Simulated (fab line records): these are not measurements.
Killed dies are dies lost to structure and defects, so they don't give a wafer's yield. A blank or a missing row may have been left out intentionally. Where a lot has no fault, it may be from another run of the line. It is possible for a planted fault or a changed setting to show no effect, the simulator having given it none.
fab line records -- flow rit-cmos
[record] lots = 12, wafers = 36, last-day = 7
route steps=202 shown NRETRO@62 PLDD@123 SPACER@128 PSD@151 M1@202
lots that met no fault: from a run of the same line without faults
start-h: start of the lot's first displayed wafer, in hours after the record's first day -- wait-h: hours from the lot's prior step to this one -- " as in the row above -- L1.1+2: a single row standing in for several wafers -- - either no value or no given start -- * or withheld: withheld -- < > ~ a bound
route shown NAME@n: NAME is a module with steps in the file, n the number in the route of the first one -- usual: mean and standard deviation over wafers with no fault -- same: alike in all rows -- chamber/n: place in a boat -- sites: readings site by site -- _std_site: the standard deviation of these -- _edge_site: mean of outer sites minus mean of inner sites -- radius-mm: for every site, how far away it sits from the centre of the wafer -- mask NAME#n: copy n -- behind: tool/chamber where the wafer was last shaped -- hold: reason for holding the lot/hours on hold/outcome of the hold -- device: whichever transistor did not switch (one of n, p or np) -- end of line: the tests these same wafers got at the end of their route -- where a step has no rows: the recipe by itself -- killed: at the first sort, the dies lost to defects and structure; wafer yield is something else -- map: shows each die of a wafer: x if killed, . if not, _ if none is there
set.NAME: the run value of the setting; set.NAME@STEP: its run value at that earlier step -- model.NAME: the simulator's own value behind a step, which no gauge read
route steps across a sampled set of lots; one table per step, one row per wafer
services: the hour from which a tool's chamber was out of use, counted from the record's first day as start-h (under 0 if before that day), plus the number of hours and why
[[steps]]
[step RIT_NRETRO_STRIP_09]
[recipe] chemistry = O2, time-s = 180, resist = NOVOLAK, platen-temp-c = withheld, power-w = 500, pressure-mtorr = 4000, o2-flow-sccm = 4000
[usual] drypump-motor-current-A = 6.0/0.41, o2-flow-sccm = 3998/11
lot.wafer,tool,chamber,start-h,wait-h,drypump-motor-current-A,o2-flow-sccm,rf-hours-counter-h
L224.1,plasma-asher-01,1,30.08,0.1,6.1,3998,39
L224.2,plasma-asher-01,0,30.08,0.1,5.9,4009,39
L224.4,plasma-asher-01,0,30.08,0.1,6.0,4001,-
L225.1,plasma-asher-04,1,34.95,0.1,5.5,4005,25
L225.2,plasma-asher-04,0,34.95,0.1,6.8,4004,25
L225.6,plasma-asher-04,1,34.95,0.1,5.4,3991,-
L226.3,plasma-asher-01,0,39.17,0.1,5.9,4015,-
L226.5,plasma-asher-01,0,39.17,0.1,5.9,4014,-
L226.6,plasma-asher-01,1,39.17,0.1,6.1,3999,-
L227.2,plasma-asher-01,0,44.67,0.1,5.9,4019,40
L227.4,plasma-asher-01,0,44.67,0.1,5.9,3977,-
L227.6,plasma-asher-01,1,44.67,0.1,6.1,4003,-
L228.1,plasma-asher-01,0,50.51,0.1,5.9,4002,41
L228.2,plasma-asher-01,1,50.51,0.1,6.1,4000,41
L228.4,plasma-asher-01,1,50.51,0.1,6.1,4015,-
L229.1,plasma-asher-02,1,56.71,0.1,5.7,4008,40
L229.2,plasma-asher-02,0,56.71,0.1,6.0,4009,40
L229.4,plasma-asher-02,0,56.71,0.1,6.0,3993,-
L230.2,plasma-asher-01,1,61.31,0.1,6.1,4003,42
L230.5,plasma-asher-01,0,61.31,0.1,5.9,3992,-
L230.6,plasma-asher-01,1,61.31,0.1,6.1,3982,-
L231.2,plasma-asher-02,0,66.07,0.1,5.9,4001,41
L231.3,plasma-asher-02,1,66.07,0.1,5.7,4012,-
L231.6,plasma-asher-02,0,66.07,0.1,5.9,4000,-
L236.1,plasma-asher-02,0,94.61,0.1,6.0,3996,45
L236.3,plasma-asher-02,0,94.61,0.1,6.0,3989,-
L236.4,plasma-asher-02,1,94.61,0.1,5.8,3993,-
L237.1,plasma-asher-04,1,97.55,0.1,5.5,3997,31
L237.3,plasma-asher-04,0,97.55,0.1,6.8,4016,-
L237.4,plasma-asher-04,1,97.55,0.1,5.4,3976,-
L240.2,plasma-asher-02,1,110.28,0.1,5.7,3984,47
L240.3,plasma-asher-02,0,110.28,0.1,6.0,4005,-
L240.4,plasma-asher-02,1,110.28,0.1,5.7,3983,-
L247.1,plasma-asher-04,1,144.77,0.1,5.5,4006,38
L247.3,plasma-asher-04,1,144.77,0.1,5.5,3996,-
L247.5,plasma-asher-04,1,144.77,0.1,5.5,3995,-
[step RIT_PLDD_STRIP_09]
[recipe] chemistry = O2, time-s = 180, resist = NOVOLAK, platen-temp-c = withheld, power-w = 500, pressure-mtorr = 4000, o2-flow-sccm = 4000
[usual] drypump-motor-current-A = 6.0/0.55, o2-flow-sccm = 4001/11
lot.wafer,tool,chamber,start-h,wait-h,drypump-motor-current-A,o2-flow-sccm,rf-hours-counter-h
L224.1,plasma-asher-02,1,44.74,0.1,5.7,3986,39
L224.2,plasma-asher-02,0,44.74,0.1,6.0,3994,39
L224.4,plasma-asher-02,1,44.74,0.1,5.7,3999,-
L225.1,plasma-asher-04,0,48.86,0.1,6.8,3982,27
L225.2,plasma-asher-04,1,48.86,0.1,5.5,3996,27
L225.6,plasma-asher-04,1,48.86,0.1,5.5,3995,-
L226.3,plasma-asher-04,1,52.77,0.1,5.5,4003,-
L226.5,plasma-asher-04,1,52.77,0.1,5.5,4001,-
L226.6,plasma-asher-04,0,52.77,0.1,6.8,3997,-
L227.2,plasma-asher-04,1,58.48,0.1,5.5,3992,28
L227.4,plasma-asher-04,0,58.48,0.1,6.8,3991,-
L227.6,plasma-asher-04,1,58.48,0.1,5.4,4001,-
L228.1,plasma-asher-04,0,64.16,0.1,6.8,4010,28
L228.2,plasma-asher-04,1,64.16,0.1,5.5,3994,28
L228.4,plasma-asher-04,0,64.16,0.1,6.8,4019,-
L229.1,plasma-asher-04,1,73.98,0.1,5.5,4001,29
L229.2,plasma-asher-04,0,73.98,0.1,6.8,4020,29
L229.4,plasma-asher-04,0,73.98,0.1,6.8,4004,-
L230.2,plasma-asher-04,1,80.42,0.1,5.5,4016,29
L230.5,plasma-asher-04,1,80.42,0.1,5.5,3986,-
L230.6,plasma-asher-04,0,80.42,0.1,6.8,3980,-
L231.2,plasma-asher-02,0,80.78,0.1,6.0,4003,43
L231.3,plasma-asher-02,0,80.78,0.1,6.0,3976,-
L231.6,plasma-asher-02,0,80.78,0.1,6.0,3985,-
L236.1,plasma-asher-04,0,108.42,0.1,6.8,4015,33
L236.3,plasma-asher-04,0,108.42,0.1,6.8,4008,-
L236.4,plasma-asher-04,1,108.42,0.1,5.5,3996,-
L237.1,plasma-asher-04,0,114.65,0.1,6.8,3973,34
L237.3,plasma-asher-04,0,114.65,0.1,6.8,3991,-
L237.4,plasma-asher-04,1,114.65,0.1,5.5,3996,-
L240.2,plasma-asher-02,0,123.70,0.1,6.0,3985,49
L240.3,plasma-asher-02,1,123.70,0.1,5.7,4007,-
L240.4,plasma-asher-02,0,123.70,0.1,6.0,3983,-
L247.1,plasma-asher-04,0,158.67,0.1,6.8,4032,40
L247.3,plasma-asher-04,1,158.67,0.1,5.5,4018,-
L247.5,plasma-asher-04,1,158.67,0.1,5.5,4015,-
[step RIT_SPACER_CVD_03]
[recipe] material = Si3N4, target-thk-nm = 250, temp-c = 810, precursor = SiH2Cl2/NH3, time-s = 3300, pressure-mtorr = 300, sih2cl2-flow-sccm = 60, nh3-flow-sccm = 150
[usual] pressure-mtorr = 300.1/0.58, zone-power-centre-pct = 36/4
lot.wafer,tool,chamber,start-h,wait-h,pressure-mtorr,zone-power-centre-pct
L224.1,lpcvd-01,1,45.36,0.0,300.7,40
L224.2,lpcvd-01,1,45.36,0.0,300.6,40
L224.4,lpcvd-01,1,45.36,0.0,299.9,39
L225.1,lpcvd-02,0,49.63,0.0,300.0,30
L225.2,lpcvd-02,0,49.63,0.0,300.0,30
L225.6,lpcvd-02,0,49.63,0.0,300.0,30
L226.3,lpcvd-02,0,53.31,0.0,299.9,30
L226.5,lpcvd-02,0,53.31,0.0,299.0,30
L226.6,lpcvd-02,0,53.31,0.0,300.7,30
L227.2,lpcvd-01,0,59.09,0.0,299.7,39
L227.4,lpcvd-01,0,59.09,0.0,299.9,39
L227.6,lpcvd-01,0,59.09,0.0,299.5,39
L228.1,lpcvd-01,1,65.15,0.4,300.3,40
L228.2,lpcvd-01,1,65.15,0.4,299.5,40
L228.4,lpcvd-01,1,65.15,0.4,299.7,39
L229.1,lpcvd-01,1,75.06,0.5,301.2,40
L229.2,lpcvd-01,1,75.06,0.5,301.4,40
L229.4,lpcvd-01,1,75.06,0.5,300.9,40
L230.2,lpcvd-01,0,81.04,0.0,300.9,39
L230.5,lpcvd-01,0,81.04,0.0,300.3,39
L230.6,lpcvd-01,0,81.04,0.0,299.4,39
L231.2,lpcvd-02,0,81.39,0.0,300.3,31
L231.3,lpcvd-02,0,81.39,0.0,300.3,30
L231.6,lpcvd-02,0,81.39,0.0,300.8,30
L236.1,lpcvd-02,0,109.02,0.0,300.4,30
L236.3,lpcvd-02,0,109.02,0.0,299.7,30
L236.4,lpcvd-02,0,109.02,0.0,300.0,30
L237.1,lpcvd-02,1,115.67,0.4,299.6,37
L237.3,lpcvd-02,1,115.67,0.4,299.2,37
L237.4,lpcvd-02,1,115.67,0.4,299.9,37
L240.2,lpcvd-01,1,124.30,0.0,300.6,39
L240.3,lpcvd-01,1,124.30,0.0,300.0,39
L240.4,lpcvd-01,1,124.30,0.0,301.4,40
L247.1,lpcvd-01,0,159.27,0.0,300.1,40
L247.3,lpcvd-01,0,159.27,0.0,301.2,39
L247.5,lpcvd-01,0,159.27,0.0,300.2,40
[step RIT_SPACER_THK_MEAS_04]
[recipe] reads = Si3N4_of_SPACER_CVD_03
[usual] SPACER_NITRIDE_THK = 249.3/2.7
lot.wafer,tool,chamber,start-h,wait-h,SPACER_NITRIDE_THK[nm]
L224.1,film-metro-02,-,47.28,0.0,248.4
L224.2,film-metro-02,-,47.28,0.0,246.0
L224.4,film-metro-02,-,47.28,0.0,248.8
L225.1,film-metro-03,-,51.55,0.0,247.6
L225.2,film-metro-03,-,51.55,0.0,248.2
L225.6,film-metro-03,-,51.55,0.0,247.1
L226.3,film-metro-04,-,55.25,0.0,247.7
L226.5,film-metro-04,-,55.25,0.0,248.3
L226.6,film-metro-04,-,55.25,0.0,249.3
L227.2,film-metro-04,-,61.01,0.0,247.6
L227.4,film-metro-04,-,61.01,0.0,248.6
L227.6,film-metro-04,-,61.01,0.0,247.6
L228.1,film-metro-02,-,67.06,0.0,251.5
L228.2,film-metro-02,-,67.06,0.0,250.7
L228.4,film-metro-02,-,67.06,0.0,251.7
L229.1,film-metro-03,-,77.94,0.0,253.3
L229.2,film-metro-03,-,77.94,0.0,252.8
L229.4,film-metro-03,-,77.94,0.0,251.8
L230.2,film-metro-02,-,82.97,0.0,255.3
L230.5,film-metro-02,-,82.97,0.0,253.6
L230.6,film-metro-02,-,82.97,0.0,255.4
L231.2,film-metro-03,-,83.32,0.0,246.8
L231.3,film-metro-03,-,83.32,0.0,246.6
L231.6,film-metro-03,-,83.32,0.0,247.5
L236.1,film-metro-03,-,111.89,0.0,147.8
L236.3,film-metro-03,-,111.89,0.0,147.8
L236.4,film-metro-03,-,111.89,0.0,148.8
L237.1,film-metro-03,-,117.59,0.0,149.3
L237.3,film-metro-03,-,117.59,0.0,149.3
L237.4,film-metro-03,-,117.59,0.0,149.7
L240.2,film-metro-03,-,126.23,0.0,248.3
L240.3,film-metro-03,-,126.23,0.0,248.6
L240.4,film-metro-03,-,126.23,0.0,249.9
L247.1,film-metro-02,-,161.19,0.0,247.5
L247.3,film-metro-02,-,161.19,0.0,245.9
L247.5,film-metro-02,-,161.19,0.0,247.1
[step RIT_SPACER_ETCHBACK_05]
[recipe] target-depth-a = 2500, SF6_flow_sccm = 30, CHF3_flow_sccm = 30, target = Si3N4, chemistry = SF6/CHF3, pressure-mtorr = 40, rf-w = 250, time-s = 240, stop-on = SiO2
[usual] drypump-motor-current-A = 5.7/0.37, oes-product-au = 0.840/0.014, throttle-valve-pct = 10.27/0.16
lot.wafer,tool,chamber,start-h,wait-h,drypump-motor-current-A,oes-product-au,rf-hours-counter-h,throttle-valve-pct
L224.1,rie-diel-03,2,47.34,0.1,6.5,0.841,95,10.52
L224.2,rie-diel-03,0,47.34,0.1,5.9,0.829,157,10.31
L224.4,rie-diel-03,3,47.34,0.1,5.7,0.857,23,10.14
L225.1,rie-diel-04,2,51.61,0.1,5.8,0.835,40,10.41
L225.2,rie-diel-04,0,51.61,0.1,5.6,0.834,147,10.16
L225.6,rie-diel-04,2,51.61,0.1,5.8,0.836,-,10.41
L226.3,rie-diel-04,1,55.29,0.0,5.6,0.855,111,10.29
L226.5,rie-diel-04,3,55.29,0.0,5.3,0.818,-,10.20
L226.6,rie-diel-04,2,55.29,0.0,5.8,0.836,-,10.40
L227.2,rie-diel-03,2,61.06,0.0,6.4,0.849,96,10.51
L227.4,rie-diel-03,2,61.06,0.0,6.4,0.841,-,10.50
L227.6,rie-diel-03,3,61.06,0.0,5.7,0.857,-,10.14
L228.1,rie-diel-01,2,67.12,0.1,5.7,0.841,25,10.05
L228.2,rie-diel-01,1,67.12,0.1,5.1,0.839,137,10.42
L228.4,rie-diel-01,3,67.12,0.1,5.7,0.857,79,10.43
L229.1,rie-diel-04,1,78.00,0.1,5.6,0.864,112,10.30
L229.2,rie-diel-04,2,78.00,0.1,5.9,0.855,40,10.41
L229.4,rie-diel-04,0,78.00,0.1,5.6,0.845,147,10.18
L230.2,rie-diel-01,1,83.02,0.0,5.1,0.837,137,10.45
L230.5,rie-diel-01,0,83.02,0.0,6.4,0.846,-,10.46
L230.6,rie-diel-01,3,83.02,0.0,5.7,0.864,-,10.42
L231.2,rie-diel-04,1,83.37,0.0,5.6,0.850,112,10.29
L231.3,rie-diel-04,0,83.37,0.0,5.6,0.839,148,10.15
L231.6,rie-diel-04,3,83.37,0.0,5.3,0.814,-,10.19
L236.1,rie-diel-03,1,111.95,0.1,5.6,0.590,135,9.90
L236.3,rie-diel-03,3,111.95,0.1,5.7,0.612,24,10.05
L236.4,rie-diel-03,1,111.95,0.1,5.6,0.591,-,9.90
L237.1,rie-diel-03,3,117.65,0.1,5.7,0.610,24,10.06
L237.3,rie-diel-03,2,117.65,0.1,6.4,0.601,97,10.42
L237.4,rie-diel-03,2,117.65,0.1,6.4,0.612,-,10.42
L240.2,rie-diel-04,2,126.28,0.0,5.8,0.836,41,10.40
L240.3,rie-diel-04,1,126.28,0.0,5.6,0.852,113,10.29
L240.4,rie-diel-04,0,126.28,0.0,5.6,0.841,149,10.17
L247.1,rie-diel-01,2,161.25,0.1,5.7,0.838,27,10.05
L247.3,rie-diel-01,3,161.25,0.1,5.7,0.837,81,10.42
L247.5,rie-diel-01,1,161.25,0.1,5.1,0.826,-,10.42
[step RIT_PSD_STRIP_09]
[recipe] chemistry = O2, time-s = 180, resist = NOVOLAK, platen-temp-c = withheld, power-w = 500, pressure-mtorr = 4000, o2-flow-sccm = 4000
[usual] drypump-motor-current-A = 6.0/0.3, o2-flow-sccm = 3997/12
lot.wafer,tool,chamber,start-h,wait-h,drypump-motor-current-A,o2-flow-sccm,rf-hours-counter-h
L224.1,plasma-asher-02,0,50.09,0.1,6.0,3993,40
L224.2,plasma-asher-02,1,50.09,0.1,5.7,4003,40
L224.4,plasma-asher-02,1,50.09,0.1,5.7,3986,-
L225.1,plasma-asher-02,0,54.37,0.1,6.0,3996,40
L225.2,plasma-asher-02,1,54.37,0.1,5.7,4008,40
L225.6,plasma-asher-02,1,54.37,0.1,5.7,4004,-
L226.3,plasma-asher-02,1,58.66,0.1,5.7,4004,-
L226.5,plasma-asher-02,1,58.66,0.1,5.8,4000,-
L226.6,plasma-asher-02,0,58.66,0.1,5.9,4017,-
L227.2,plasma-asher-02,1,63.94,0.1,5.7,3983,41
L227.4,plasma-asher-02,0,63.94,0.1,5.9,4004,-
L227.6,plasma-asher-02,1,63.94,0.1,5.7,4009,-
L228.1,plasma-asher-02,1,70.01,0.1,5.7,3998,42
L228.2,plasma-asher-02,0,70.01,0.1,6.0,3997,42
L228.4,plasma-asher-02,0,70.01,0.1,6.0,4001,-
L229.1,plasma-asher-03,0,80.76,0.1,5.9,3984,44
L229.2,plasma-asher-03,1,80.76,0.1,6.3,4006,44
L229.4,plasma-asher-03,1,80.76,0.1,6.3,4022,-
L230.2,plasma-asher-02,0,86.09,0.1,6.0,3986,44
L230.5,plasma-asher-02,1,86.09,0.1,5.8,4006,-
L230.6,plasma-asher-02,0,86.09,0.1,6.0,3996,-
L231.2,plasma-asher-03,0,86.38,0.1,5.9,4009,45
L231.3,plasma-asher-03,0,86.38,0.1,5.9,4008,-
L231.6,plasma-asher-03,1,86.38,0.1,6.3,3993,-
L236.1,plasma-asher-03,0,114.98,0.1,5.8,4000,49
L236.3,plasma-asher-03,0,114.98,0.1,5.8,4001,-
L236.4,plasma-asher-03,1,114.98,0.1,6.3,3991,-
L237.1,plasma-asher-03,1,120.86,0.1,6.3,4009,50
L237.3,plasma-asher-03,1,120.86,0.1,6.3,4007,-
L237.4,plasma-asher-03,0,120.86,0.1,5.9,3997,-
L240.2,plasma-asher-04,0,129.16,0.1,6.8,3994,36
L240.3,plasma-asher-04,1,129.16,0.1,5.5,3994,-
L240.4,plasma-asher-04,0,129.16,0.1,6.8,3999,-
L247.1,plasma-asher-03,0,164.13,0.1,5.9,3990,55
L247.3,plasma-asher-03,1,164.13,0.1,6.3,4010,-
L247.5,plasma-asher-03,0,164.13,0.1,5.9,3980,-
[step RIT_M1_PROBE_99]
[usual] killed_at_M0_to_M3 = 0.0/0.18, killed-at-contacts = 0.1/0.38, killed-at-front-end = 6.9/2.9, killed-dies = 7.1/3, killed-open = 3.5/2.1, killed-short = 3.5/2
[same] gross-dies = 264, killed_at_M4_up = 0, killed-at-back-side = 0, killed-at-other = 0
lot.wafer,tool,chamber,start-h,wait-h,killed_at_M0_to_M3,killed-at-contacts,killed-at-front-end,killed-dies,killed-open,killed-short
L224.1,prober-02,-,58.63,0.1,0,0,5,5,3,2
L224.2,prober-02,-,58.68,0.1,0,0,8,8,8,0
L224.4,prober-02,-,58.78,0.2,0,0,9,9,6,3
L225.1,prober-01,-,65.34,0.1,0,0,13,13,8,5
L225.2,prober-01,-,65.39,0.1,0,0,8,8,4,4
L225.6,prober-01,-,65.59,0.2,0,0,8,8,6,2
L226.3,prober-02,-,67.55,0.2,0,0,6,6,3,3
L226.5,prober-02,-,67.65,0.2,0,0,6,6,3,3
L226.6,prober-02,-,67.70,0.2,0,0,7,7,5,2
L227.2,prober-01,-,72.86,0.1,0,0,5,5,3,2
L227.4,prober-01,-,72.96,0.2,0,0,8,8,2,6
L227.6,prober-01,-,73.06,0.2,1,1,8,10,2,8
L228.1,prober-02,-,78.30,0.1,0,0,6,6,3,3
L228.2,prober-02,-,78.35,0.1,0,0,6,6,3,3
L228.4,prober-02,-,78.45,0.2,0,0,3,3,0,3
L229.1,prober-01,-,89.23,0.1,0,0,6,6,5,1
L229.2,prober-01,-,89.28,0.1,0,0,5,5,2,3
L229.4,prober-01,-,89.38,0.2,0,0,9,9,7,2
L230.2,prober-02,-,94.49,0.1,0,0,5,5,3,2
L230.5,prober-02,-,94.64,0.2,0,0,5,5,5,0
L230.6,prober-02,-,94.69,0.2,0,0,4,4,1,3
L231.2,prober-02,-,95.29,0.1,0,0,8,8,1,7
L231.3,prober-02,-,95.34,0.2,0,0,10,10,8,2
L231.6,prober-02,-,95.49,0.2,0,0,6,6,2,4
L236.1,prober-01,-,122.98,0.1,0,0,7,7,3,4
L236.3,prober-01,-,123.08,0.2,0,0,10,10,8,2
L236.4,prober-01,-,123.13,0.2,0,0,14,14,6,8
L237.1,prober-01,-,129.92,0.1,0,0,14,14,9,5
L237.3,prober-01,-,130.02,0.2,0,0,10,10,6,4
L237.4,prober-01,-,130.07,0.2,0,0,5,5,3,2
L240.2,prober-01,-,138.23,0.1,0,0,9,9,5,4
L240.3,prober-01,-,138.28,0.2,0,0,4,4,2,2
L240.4,prober-01,-,138.33,0.2,0,0,4,4,2,2
L247.1,prober-02,-,172.39,0.1,0,0,8,8,3,3
L247.3,prober-02,-,172.49,0.2,0,0,14,14,7,5
L247.5,prober-02,-,172.59,0.2,0,0,7,7,1,6
// killed by level:class
L224.1 ACTIVE:geometric-particle:short=1 FOX2:geometric-particle:open=1 GATE:geometric-particle:open=1 GATE:geometric-particle:short=1 REOX:geometric-particle:open=1
L224.2 GATE:geometric-particle:open=3 FOX1:geometric-particle:open=2 SPACER:geometric-particle:open=2 REOX:geometric-particle:open=1
L224.4 GATE:geometric-particle:open=4 GATE:geometric-particle:short=2 FOX1:geometric-particle:open=1 FOX2:geometric-particle:open=1 REOX:geometric-particle:short=1
L225.1 GATE:geometric-particle:open=4 REOX:geometric-particle:short=2 SPACER:geometric-particle:short=2 SILICIDE:geometric-particle:open=2 FOX1:geometric-particle:short=1 FOX2:geometric-particle:open=1 SPACER:geometric-particle:open=1
L225.2 FOX1:geometric-particle:open=2 FOX1:geometric-particle:short=2 GATE:geometric-particle:short=2 GATE:geometric-particle:open=1 SPACER:geometric-particle:open=1
L225.6 GATE:geometric-particle:open=4 FOX1:geometric-particle:open=1 FOX2:geometric-particle:short=1 GATE:geometric-particle:short=1 SILICIDE:geometric-particle:open=1
L226.3 FOX1:geometric-particle:open=2 FOX1:geometric-particle:short=1 GATE:geometric-particle:short=1 REOX:geometric-particle:short=1 SILICIDE:geometric-particle:open=1
L226.5 FOX1:geometric-particle:open=2 SILICIDE:geometric-particle:short=2 REOX:geometric-particle:open=1 SPACER:geometric-particle:short=1
L226.6 GATE:geometric-particle:open=3 FOX1:geometric-particle:open=1 FOX1:geometric-particle:short=1 SPACER:geometric-particle:open=1 SPACER:geometric-particle:short=1
L227.2 SPACER:geometric-particle:short=2 SPACER:geometric-particle:open=2 GATE:geometric-particle:open=1
L227.4 FOX1:geometric-particle:short=3 FOX2:geometric-particle:open=1 FOX2:geometric-particle:short=1 GATE:geometric-particle:short=1 SILICIDE:geometric-particle:short=1 SILICIDE:geometric-particle:open=1
L227.6 FOX1:geometric-particle:short=2 FOX1:geometric-particle:open=2 FOX2:geometric-particle:short=2 REOX:geometric-particle:short=1 SPACER:geometric-particle:short=1 CONTACT:geometric-particle:short=1 M1:geometric-particle:short=1
L228.1 REOX:geometric-particle:open=2 SILICIDE:geometric-particle:short=2 FOX1:geometric-particle:short=1 FOX1:geometric-particle:open=1
L228.2 GATE:geometric-particle:open=2 SILICIDE:geometric-particle:short=2 FOX1:geometric-particle:open=1 FOX1:geometric-particle:short=1
L228.4 FOX1:geometric-particle:short=1 GATE:geometric-particle:short=1 REOX:geometric-particle:short=1
L229.1 GATE:geometric-particle:open=2 FOX1:geometric-particle:open=1 FOX2:geometric-particle:short=1 FOX2:geometric-particle:open=1 SPACER:geometric-particle:open=1
L229.2 FOX1:geometric-particle:open=2 GATE:geometric-particle:short=2 SILICIDE:geometric-particle:short=1
L229.4 GATE:geometric-particle:open=3 SPACER:geometric-particle:open=3 GATE:geometric-particle:short=1 REOX:geometric-particle:open=1 SPACER:geometric-particle:short=1
L230.2 FOX1:geometric-particle:open=1 FOX2:geometric-particle:open=1 GATE:geometric-particle:short=1 SPACER:geometric-particle:open=1 SILICIDE:geometric-particle:short=1
L230.5 SPACER:geometric-particle:open=2 FOX1:geometric-particle:open=1 FOX2:geometric-particle:open=1 REOX:geometric-particle:open=1
L230.6 FOX2:geometric-particle:short=1 GATE:geometric-particle:short=1 SPACER:geometric-particle:short=1 SILICIDE:geometric-particle:open=1
L231.2 FOX1:geometric-particle:short=3 GATE:geometric-particle:short=2 SPACER:geometric-particle:short=2 GATE:geometric-particle:open=1
L231.3 FOX1:geometric-particle:open=3 GATE:geometric-particle:open=3 GATE:geometric-particle:short=1 REOX:geometric-particle:open=1 SILICIDE:geometric-particle:open=1 SILICIDE:geometric-particle:short=1
L231.6 REOX:geometric-particle:short=3 FOX1:geometric-particle:short=1 FOX2:geometric-particle:open=1 GATE:geometric-particle:open=1
L236.1 FOX1:geometric-particle:short=2 GATE:geometric-particle:short=2 ACTIVE:geometric-particle:open=1 FOX1:geometric-particle:open=1 GATE:geometric-particle:open=1
L236.3 FOX1:geometric-particle:open=4 GATE:geometric-particle:open=3 GATE:geometric-particle:short=1 REOX:geometric-particle:open=1 SILICIDE:geometric-particle:short=1
L236.4 GATE:geometric-particle:short=4 GATE:geometric-particle:open=3 FOX1:geometric-particle:short=2 REOX:geometric-particle:short=2 FOX1:geometric-particle:open=1 FOX2:geometric-particle:open=1 SPACER:geometric-particle:open=1
L237.1 REOX:geometric-particle:open=3 GATE:geometric-particle:short=2 GATE:geometric-particle:open=2 SILICIDE:geometric-particle:open=2 FOX1:geometric-particle:short=1 FOX1:geometric-particle:open=1 FOX2:geometric-particle:short=1 REOX:geometric-particle:short=1
L237.3 FOX2:geometric-particle:open=3 SILICIDE:geometric-particle:short=2 SILICIDE:geometric-particle:open=2 GATE:geometric-particle:short=1 SPACER:geometric-particle:open=1 SPACER:geometric-particle:short=1
L237.4 GATE:geometric-particle:open=2 REOX:geometric-particle:open=1 REOX:geometric-particle:short=1 SPACER:geometric-particle:short=1
L240.2 GATE:geometric-particle:short=3 GATE:geometric-particle:open=2 FOX1:geometric-particle:open=1 FOX1:geometric-particle:short=1 FOX2:geometric-particle:open=1 REOX:geometric-particle:open=1
L240.3 FOX1:geometric-particle:short=1 GATE:geometric-particle:short=1 GATE:geometric-particle:open=1 SPACER:geometric-particle:open=1
L240.4 ACTIVE:geometric-particle:short=1 GATE:geometric-particle:open=1 GATE:geometric-particle:short=1 REOX:geometric-particle:open=1
L247.1 PLDD:coat-microbubble-printed=2 FOX1:geometric-particle:open=1 FOX2:geometric-particle:short=1 GATE:geometric-particle:short=1 REOX:geometric-particle:open=1 REOX:geometric-particle:short=1 SILICIDE:geometric-particle:open=1
L247.3 GATE:geometric-particle:short=3 GATE:geometric-particle:open=3 SILICIDE:geometric-particle:open=2 PLDD:coat-microbubble-printed=2 FOX1:geometric-particle:short=1 FOX2:geometric-particle:open=1 REOX:geometric-particle:open=1 SPACER:geometric-particle:short=1
L247.5 GATE:geometric-particle:short=3 REOX:geometric-particle:short=2 FOX2:geometric-particle:short=1 REOX:geometric-particle:open=1
[[services]]
tool,chamber,start-h,hours,kind
rie-diel-04,-,21.66,1.0,repair
rie-diel-03,3,25.42,6.3,repair
lpcvd-01,-,27.07,1.3,repair
lpcvd-01,-,33.53,0.8,pm
lpcvd-02,-,34.54,0.7,repair
plasma-asher-03,-,45.70,3.9,repair
lpcvd-02,-,58.56,14.6,pm
rie-diel-03,1,59.09,4.2,repair
rie-diel-03,2,61.72,3.1,repair
plasma-asher-04,-,67.36,4.3,pm
rie-diel-04,2,78.25,10.4,repair
plasma-asher-01,-,86.36,44.0,repair
rie-diel-03,0,107.41,-,clean
rie-diel-03,0,107.41,17.7,scheduled-down
rie-diel-01,-,120.40,0.3,repair
rie-diel-01,3,127.01,20.2,repair
plasma-asher-01,-,130.40,9.0,pm
plasma-asher-01,0,130.40,9.0,vent-cycle
plasma-asher-01,1,130.40,9.0,vent-cycle
rie-diel-01,0,133.54,6.1,repair
plasma-asher-01,0,139.40,-,clean
plasma-asher-01,1,139.40,-,clean
plasma-asher-03,-,142.21,2.9,repair
rie-diel-04,0,158.99,-,clean
[[key]]
[first-sign] step = RIT_SPACER_THK_MEAS_04, reading = SPACER_NITRIDE_THK, direction = down, sigmas = 37, usual = 249.3, struck = 148.8
[effect] step = RIT_SPACER_ETCHBACK_05, reading = oes-product-au, direction = down, sigmas = 17, usual = 0.840, struck = 0.603
met-at RIT_SPACER_CVD_03
struck-lots L236,L237
tester-left-out L236,L237
not-acting-at RIT_NRETRO_STRIP_09,RIT_PLDD_STRIP_09,RIT_PSD_STRIP_09
onset-between 81.39 109.02
[fault] kind = process-parameter-drift, tool = lpcvd-02, chamber = -, onset-h = 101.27, steps = RIT_SPACER_CVD_03, channel = target-thk-nm, offset = -100.21, shape = step, end-h = 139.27, acts-in = these-recipes-only, stated = 250
// tester-left-out: of these lots the tester's yield and bins aren't shown, on N5 and GAA mostly nor the transistor test; their killed dies are dies lost to structure and defects alone, not to doping, threshold or leakage, so they don't give the yield
